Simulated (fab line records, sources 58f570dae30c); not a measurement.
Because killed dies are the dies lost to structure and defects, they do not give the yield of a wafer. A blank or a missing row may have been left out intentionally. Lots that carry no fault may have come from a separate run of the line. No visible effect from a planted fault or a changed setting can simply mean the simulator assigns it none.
The tool behind it: which one? :: flow berkeley_cmos170 :: 45 wafers from 15 lots sampled at 2 of the route's 331 steps

== WHAT THE GAUGES READ, wafer by wafer ==
UCB170_PWELL_THK_MEAS_03.
lot: L910
measured: day 2 18:37
on: film_metro-03
PWELL_OXIDE_THK (nm): 26.7 26.0 26.2

lot: L911
measured: day 2 23:37
on: film_metro-02
PWELL_OXIDE_THK (nm): 25.8 26.5 25.9

lot: L912
measured: day 3 11:00
on: film_metro-02
PWELL_OXIDE_THK (nm): 26.3 26.1 26.2

lot: L913
measured: day 3 11:03
on: film_metro-02
PWELL_OXIDE_THK (nm): 26.9 26.6 27.1

lot: L914
measured: day 3 20:41
on: film_metro-03
PWELL_OXIDE_THK (nm): 27.9 27.5 27.7

lot: L915
measured: day 3 23:35
on: film_metro-02
PWELL_OXIDE_THK (nm): 40.6 40.0 39.6

lot: L916
measured: day 4 08:03
on: film_metro-04
PWELL_OXIDE_THK (nm): 27.4 27.8 28.0

lot: L918
measured: day 4 20:36
on: film_metro-04
PWELL_OXIDE_THK (nm): 40.2 39.8 40.7

lot: L919
measured: day 4 20:37
on: film_metro-02
PWELL_OXIDE_THK (nm): 39.5 39.8 39.0

lot: L927
measured: day 6 10:15
on: film_metro-04
PWELL_OXIDE_THK (nm): 25.9 25.5 26.1

lot: L928
measured: day 6 13:38
on: film_metro-04
PWELL_OXIDE_THK (nm): 25.8 25.8 26.0

lot: L929
measured: day 6 17:25
on: film_metro-03
PWELL_OXIDE_THK (nm): 27.0 27.4 27.3

lot: L931
measured: day 7 04:40
on: film_metro-02
PWELL_OXIDE_THK (nm): 26.4 26.6 26.5

lot: L930
measured: day 7 08:44
on: film_metro-02
PWELL_OXIDE_THK (nm): 25.4 25.5 25.3

lot: L932
measured: day 7 08:44
on: film_metro-03
PWELL_OXIDE_THK (nm): 26.9 26.9 27.0

== EACH LOT AND THE TOOL THAT RAN IT (in order: tool; ch and the chambers of the sampled wafers; start) ==
lot: L910
UCB170_PWELL_OXIDATION_02: furnace-02 ch 0, day 2 17:16

lot: L911
UCB170_PWELL_OXIDATION_02: furnace-01 ch 0, day 2 22:16

lot: L912
UCB170_PWELL_OXIDATION_02: furnace-02 ch 0, day 3 09:38

lot: L913
UCB170_PWELL_OXIDATION_02: furnace-02 ch 0, day 3 09:38

lot: L914
UCB170_PWELL_OXIDATION_02: furnace-03 ch 0, day 3 19:20

lot: L915
UCB170_PWELL_OXIDATION_02: furnace-03 ch 0, day 3 19:20

lot: L916
UCB170_PWELL_OXIDATION_02: furnace-03 ch 0, day 4 06:42

lot: L918
UCB170_PWELL_OXIDATION_02: furnace-03 ch 0, day 4 16:39

lot: L919
UCB170_PWELL_OXIDATION_02: furnace-03 ch 0, day 4 16:39

lot: L927
UCB170_PWELL_OXIDATION_02: furnace-01 ch 0, day 6 08:52

lot: L928
UCB170_PWELL_OXIDATION_02: furnace-02 ch 0, day 6 12:16

lot: L929
UCB170_PWELL_OXIDATION_02: furnace-01 ch 0, day 6 16:04

lot: L931
UCB170_PWELL_OXIDATION_02: furnace-01 ch 0, day 7 03:17

lot: L930
UCB170_PWELL_OXIDATION_02: furnace-01 ch 0, day 7 07:23

lot: L932
UCB170_PWELL_OXIDATION_02: furnace-01 ch 0, day 7 07:23
- UCB170_PWELL_OXIDATION_02: target thk 26.4 nm, ox time 1260 s.

== WHAT THE TOOLS THEMSELVES READ (means of the sampled wafers that have a number; where no wafer has one, the mark that the record gives instead) ==
The record holds no such reading with a usual standard deviation.

== THE ANSWER, worked out from the rows above alone ==
Rule: the lots themselves supply what counts as usual. Put in order of their means at a reading, lots are off if they are a third of the lots or fewer, leave a main group of 4 or more, and stand apart from it by a gap of 3 or more times the standard deviation of the main group's means; of several such gaps the widest counts. A main group is skipped when, at the precision printed for the reading in the tables above, its means are all equal. Also off: a lot with no number at a reading for which 4 or more lots have one. The other lots that the step has rows for count as sound. Order of review: gauges by route order, followed by the tools' own readings, for which a lot's mean as printed above is used. The first step at which some lot is off is used, and at that step the reading that is off furthest; a lot without a number counts as furthest.
Off: at UCB170_PWELL_THK_MEAS_03 (PWELL_OXIDE_THK), L915, L918, L919. Mean 26.6 nm and standard deviation 0.72 in the main group.
If a tool, at a process step before that reading, ran all the lots that are off and no sound lot after the first of them, it fits. Gauges at UCB170_PWELL_THK_MEAS_03: tried the same way as those tools. Of those tried, none fits.

== WHAT THE SIMULATOR PUT IN ==
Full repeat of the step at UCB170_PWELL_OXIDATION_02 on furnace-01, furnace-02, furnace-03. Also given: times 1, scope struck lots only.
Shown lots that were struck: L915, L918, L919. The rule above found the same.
